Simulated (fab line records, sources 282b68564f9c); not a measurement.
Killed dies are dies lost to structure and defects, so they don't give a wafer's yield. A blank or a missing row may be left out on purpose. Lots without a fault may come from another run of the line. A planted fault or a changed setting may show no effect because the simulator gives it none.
A struck lot beside a sound one | flow rit_cmos | 36 steps out of a route of 202
Sound: wafers L569.1, L569.3, L569.4. Struck: wafers L581.2, L581.4, L581.5. The cause comes at the end.
At each step with rows: each side's tool, then ch and its chambers, then its first start. Under that, the readings that differ: sound wafers | struck wafers | difference of the means | sigmas: that difference in standard deviations of wafers without a fault.
alike: readings whose means differ by less than 2 such deviations, and words and numbers that are the same on both sides. not compared: withheld readings, readings that some wafer has no value for, bounds like >300 that may hide the same value, and numbers for which the record gives no deviation and whose values overlap.
The two part at a step that has a row with sigmas, a row that says differs or no value, or rows on one side only. Numbers that don't overlap but have no deviation are shown without sigmas and don't part them. A reading that every wafer of one side lacks parts them only if that side has two wafers or more.

RIT_SILICIDE_RTA_06: time 10 s, ramp up 5 s, ramp down 10 s.
  sound on rtp_anneal-02 ch 0, day 4 08:20; struck on rtp_anneal-02 ch 0, day 7 15:14
  alike: wafer_temp_C_max
RIT_CONTACT_CVD_00: deposits SiO2 from TEOS, target thk 400 nm, time 61 s.
  sound on pecvd-02 ch 1,2, day 4 08:24; struck on pecvd-02 ch 0,1, day 7 15:17
  alike: heater_power_w
RIT_CONTACT_THK_MEAS_01:
  sound on film_metro-01, day 4 08:28; struck on film_metro-03, day 7 15:20
  alike: CONTACT_TEOS_THK
then, 6 steps without rows for these wafers: RIT_CONTACT_HMDS_02 (prime time 60 s); RIT_CONTACT_COAT_03 (resist thk 1000 nm); RIT_CONTACT_SOFTBAKE_04 (time 60 s); RIT_CONTACT_EXPOSE_05 (exposes mask M11, target cd 1000 nm); RIT_CONTACT_PEB_06; RIT_CONTACT_DEVELOP_07 (develop time 120 s).
RIT_CONTACT_CD_MEAS_08: target cd 1000 nm.
  sound on cd_sem-02, day 4 09:37; struck on cd_sem-01, day 7 16:31
  alike: cd_nm
RIT_CONTACT_OVL_MEAS_09:
  sound on overlay-01, day 4 09:44; struck on overlay-02, day 7 16:37
  reading          | sound        | struck      | difference | sigmas
  CONTACT_OVL (nm) | 0.7 -2.1 0.4 | 2.7 4.3 1.7 | +3.2       | +2
then, 1 step without rows for these wafers: RIT_CONTACT_HARDBAKE_10 (time 60 s).
RIT_CONTACT_ETCH_11: etches SiO2 in CHF3/CF4/Ar, stops on TiSi2, target depth 480 nm, time 320 s.
  sound on rie_diel-03 ch 0,1,3, day 4 09:56; struck on rie_diel-03 ch 0,1, day 7 17:05
  alike: drypump_motor_current_A, oes_product_au, throttle_valve_pct
  not compared: rf_hours_counter_h
RIT_CONTACT_STRIP_12: strips in O2, time 175.2 s.
  sound on plasma_asher-03 ch 0,1, day 4 10:07; struck on plasma_asher-01 ch 0,1, day 7 17:17
  alike: drypump_motor_current_A, o2_flow_sccm, rf_refl_power_W
  not compared: rf_hours_counter_h
RIT_CONTACT_CD_MEAS_90: target cd 1000 nm.
  sound on cd_sem-02, day 4 10:18; struck on cd_sem-01, day 7 17:29
  alike: cd_nm
then, 2 steps without rows for these wafers: RIT_CONTACT_CLEAN_13 (cleans in SC1, time 600 s); RIT_CONTACT_CLEAN_14 (cleans in SC2, time 600 s).
RIT_M1_SPUTTER_00: material Al, target thk 400 nm, time 500 s.
  sound on pvd_sputter-04, day 4 10:47; struck on pvd_sputter-01, day 7 17:56
  alike: throttle_valve_pct
RIT_M1_RS_MEAS_01: measures by four-point-probe.
  sound on film_metro-02, day 4 11:05; struck on film_metro-02, day 7 18:14
  alike: M1_AL_RS
RIT_M1_THK_MEAS_02: measures by xrf.
  sound on film_metro-02, day 4 11:12; struck on film_metro-02, day 7 18:21
  alike: M1_AL_THK
then, 6 steps without rows for these wafers: RIT_M1_HMDS_03 (prime time 60 s); RIT_M1_COAT_04 (resist thk 1300 nm); RIT_M1_SOFTBAKE_05 (time 60 s); RIT_M1_EXPOSE_06 (exposes mask M12, target cd 2600 nm); RIT_M1_PEB_07; RIT_M1_DEVELOP_08 (develop time 68 s).
RIT_M1_CD_MEAS_09: target cd 2600 nm.
  sound on cd_sem-02, day 4 12:49; struck on cd_sem-01, day 7 19:47
  alike: cd_nm
RIT_M1_OVL_MEAS_10:
  sound on overlay-02, day 4 12:56; struck on overlay-02, day 7 19:53
  alike: M1_OVL
then, 3 steps without rows for these wafers: RIT_M1_HARDBAKE_11 (time 120 s); RIT_M1_METAL_ETCH_12 (etches Al in Cl2/BCl3, stops on SiO2, time 165 s, target depth 600 nm); RIT_M1_STRIP_13 (strips in nmp, time 600 s).
RIT_M1_STRIP_14: strips in O2, time 180 s.
  sound on plasma_asher-03 ch 0,1, day 4 13:40; struck on plasma_asher-03 ch 0,1, day 7 20:41
  alike: drypump_motor_current_A, o2_flow_sccm, rf_refl_power_W
  not compared: rf_hours_counter_h
RIT_M1_CD_MEAS_90: target cd 2600 nm.
  sound on cd_sem-02, day 4 13:51; struck on cd_sem-02, day 7 20:53
  alike: cd_nm
then, 1 step without rows for these wafers: RIT_M1_ANNEAL_15 (time 1800 s).
RIT_M1_BOW_MEAS_16:
  sound on film_metro-02, day 4 15:28; struck on film_metro-01, day 7 22:30
  alike: M1_BOW
RIT_M1_PROBE_99:
  sound on prober-02, day 4 15:35; struck on prober-02, day 7 22:39
  reading            | sound  | struck   | difference | sigmas
  killed_at_contacts | 0 0 0  | 35 35 34 | +35        | +99 or more
  killed_dies        | 13 9 4 | 41 43 41 | +33        | +11
  alike: killed_at_front_end, killed_open, killed_short

WHERE THEY PART
First at RIT_CONTACT_OVL_MEAS_09; last, within this record, at RIT_M1_PROBE_99.

WHY: what the simulator had put in
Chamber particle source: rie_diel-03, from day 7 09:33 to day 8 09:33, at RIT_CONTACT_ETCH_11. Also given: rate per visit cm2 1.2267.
